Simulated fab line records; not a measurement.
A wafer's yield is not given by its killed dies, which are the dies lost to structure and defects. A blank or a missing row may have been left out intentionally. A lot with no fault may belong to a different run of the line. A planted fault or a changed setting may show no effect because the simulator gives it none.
Which of the tools did it? || flow rit cmos || Sampling: 14 lots, 42 wafers, 2 of 202 route steps

## WHAT EACH GAUGE READ, for each wafer
No reading from a measuring or inspecting step in the record can be judged against a usual standard deviation.

## EACH LOT AND THE TOOL THAT RAN IT (in order: tool; ch and the chambers of the sampled wafers; start)
{"lot": "L328", "RIT_ACTIVE_ETCH_13": "rie diel-04 ch 1,2,3, day 1 15:44", "RIT_M1_PROBE_99": "-"}
{"lot": "L329", "RIT_ACTIVE_ETCH_13": "rie diel-03 ch 0,1,3, day 1 19:43", "RIT_M1_PROBE_99": "-"}
{"lot": "L332", "RIT_ACTIVE_ETCH_13": "rie diel-04 ch 0,1,3, day 2 11:24", "RIT_M1_PROBE_99": "-"}
{"lot": "L334", "RIT_ACTIVE_ETCH_13": "rie diel-02 ch 0,2, day 2 21:01", "RIT_M1_PROBE_99": "-"}
{"lot": "L335", "RIT_ACTIVE_ETCH_13": "rie diel-02 ch 2,3, day 3 02:35", "RIT_M1_PROBE_99": "-"}
{"lot": "L336", "RIT_ACTIVE_ETCH_13": "rie diel-02 ch 2,3, day 3 06:59", "RIT_M1_PROBE_99": "-"}
{"lot": "L337", "RIT_ACTIVE_ETCH_13": "rie diel-04 ch 0,3, day 3 14:14", "RIT_M1_PROBE_99": "-"}
{"lot": "L338", "RIT_ACTIVE_ETCH_13": "rie diel-03 ch 1,2, day 3 16:43", "RIT_M1_PROBE_99": "-"}
{"lot": "L339", "RIT_ACTIVE_ETCH_13": "rie diel-03 ch 0,1,2, day 4 00:59", "RIT_M1_PROBE_99": "-"}
{"lot": "L343", "RIT_ACTIVE_ETCH_13": "rie diel-04 ch 1,2,3, day 4 18:20", "RIT_M1_PROBE_99": "prober-02, day 6 15:16"}
{"lot": "L344", "RIT_ACTIVE_ETCH_13": "rie diel-04 ch 1,2,3, day 4 22:55", "RIT_M1_PROBE_99": "-"}
{"lot": "L346", "RIT_ACTIVE_ETCH_13": "rie diel-04 ch 1,2, day 5 10:27", "RIT_M1_PROBE_99": "-"}
{"lot": "L348", "RIT_ACTIVE_ETCH_13": "rie diel-03 ch 0,1, day 5 18:58", "RIT_M1_PROBE_99": "-"}
{"lot": "L351", "RIT_ACTIVE_ETCH_13": "rie diel-02 ch 0,1, day 6 09:57", "RIT_M1_PROBE_99": "-"}
- RIT_ACTIVE_ETCH_13: etches Si3N4 in SF6, stops on SiO2, time 210 s, target depth 210 nm.
- RIT_M1_PROBE_99

## WHAT THE TOOLS THEMSELVES READ (means of the sampled wafers that have a number; where no wafer has one, the mark that the record gives instead)
RIT_ACTIVE_ETCH_13. Usual: drypump motor current A 5.60 A, standard deviation 0.3; oes product au 0.817 a.u., standard deviation 0.014; throttle valve pct 7.47 %, standard deviation 0.12.
{"lot": "L328", "tool": "rie diel-04", "drypump motor current A (A)": 5.45, "oes product au (a.u.)": 0.810, "throttle valve pct (%)": 7.42, "flag": ""}
{"lot": "L329", "tool": "rie diel-03", "drypump motor current A (A)": 5.53, "oes product au (a.u.)": 0.825, "throttle valve pct (%)": 7.57, "flag": ""}
{"lot": "L332", "tool": "rie diel-04", "drypump motor current A (A)": 5.39, "oes product au (a.u.)": 0.818, "throttle valve pct (%)": 7.45, "flag": ""}
{"lot": "L334", "tool": "rie diel-02", "drypump motor current A (A)": 5.98, "oes product au (a.u.)": 0.834, "throttle valve pct (%)": 7.49, "flag": ""}
{"lot": "L335", "tool": "rie diel-02", "drypump motor current A (A)": 5.83, "oes product au (a.u.)": 0.841, "throttle valve pct (%)": 7.53, "flag": ""}
{"lot": "L336", "tool": "rie diel-02", "drypump motor current A (A)": 5.82, "oes product au (a.u.)": 0.844, "throttle valve pct (%)": 7.53, "flag": ""}
{"lot": "L337", "tool": "rie diel-04", "drypump motor current A (A)": 5.50, "oes product au (a.u.)": 0.819, "throttle valve pct (%)": 7.54, "flag": ""}
{"lot": "L338", "tool": "rie diel-03", "drypump motor current A (A)": 5.40, "oes product au (a.u.)": 0.827, "throttle valve pct (%)": 7.48, "flag": ""}
{"lot": "L339", "tool": "rie diel-03", "drypump motor current A (A)": 5.50, "oes product au (a.u.)": 0.818, "throttle valve pct (%)": 7.51, "flag": ""}
{"lot": "L343", "tool": "rie diel-04", "drypump motor current A (A)": 5.47, "oes product au (a.u.)": 0.812, "throttle valve pct (%)": 7.43, "flag": ""}
{"lot": "L344", "tool": "rie diel-04", "drypump motor current A (A)": 5.45, "oes product au (a.u.)": 0.885, "throttle valve pct (%)": 7.42, "flag": "OFF"}
{"lot": "L346", "tool": "rie diel-04", "drypump motor current A (A)": 5.36, "oes product au (a.u.)": 0.896, "throttle valve pct (%)": 7.35, "flag": "OFF"}
{"lot": "L348", "tool": "rie diel-03", "drypump motor current A (A)": 5.38, "oes product au (a.u.)": 0.808, "throttle valve pct (%)": 7.61, "flag": ""}
{"lot": "L351", "tool": "rie diel-02", "drypump motor current A (A)": 6.26, "oes product au (a.u.)": 0.806, "throttle valve pct (%)": 7.42, "flag": ""}

RIT_M1_PROBE_99. Usual: killed at contacts 0.1, standard deviation 0.25; killed at front end 6.8, standard deviation 2.9; killed dies 6.9, standard deviation 2.9; killed open 3.3, standard deviation 1.9; killed short 3.6, standard deviation 1.9.
{"lot": "L343", "tool": "prober-02", "killed at contacts": 0.0, "killed at front end": 5.5, "killed dies": 5.5, "killed open": 3.0, "killed short": 2.5, "flag": ""}

## THE ANSWER, worked out from the rows above alone
Rule: lot off if the mean of its wafers having a number is beyond 3 standard deviations from the usual mean. A lot without any number at a reading at which 4 lots or more have one is off too. Where the step has rows for the other lots, those lots are counted as sound. After the gauges, taken in route order, come the tools' own readings; for these a lot's mean is taken, as printed above. The first step at which some lot is off is used, and at that step the reading that is off furthest; a lot without a number counts as furthest.
Off: L344, L346 (RIT_ACTIVE_ETCH_13, oes product au).
A tool fits if, at that step or a process step before it, it ran every lot that is off, and no sound lot after the first of them. One fits: rie diel-04 at RIT_ACTIVE_ETCH_13. A fault onset in the window from L343 (day 4 18:20, its last sound lot) to L344 (day 4 22:55, its first lot off) fits.
The tool's own readings at RIT_ACTIVE_ETCH_13 bear it out: on the lots that are off they differ by more than 5 times the standard deviation of the sound lots' means. oes product au reads 0.891 a.u. there against 0.822 a.u. on the sound lots.

## WHAT WAS PUT IN BY THE SIMULATOR
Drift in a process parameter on rie diel-04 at RIT_ACTIVE_ETCH_13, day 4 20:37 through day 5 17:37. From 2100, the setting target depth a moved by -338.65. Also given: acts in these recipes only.
Lots struck among those shown: L344, L346. The rule above reached the same finding.
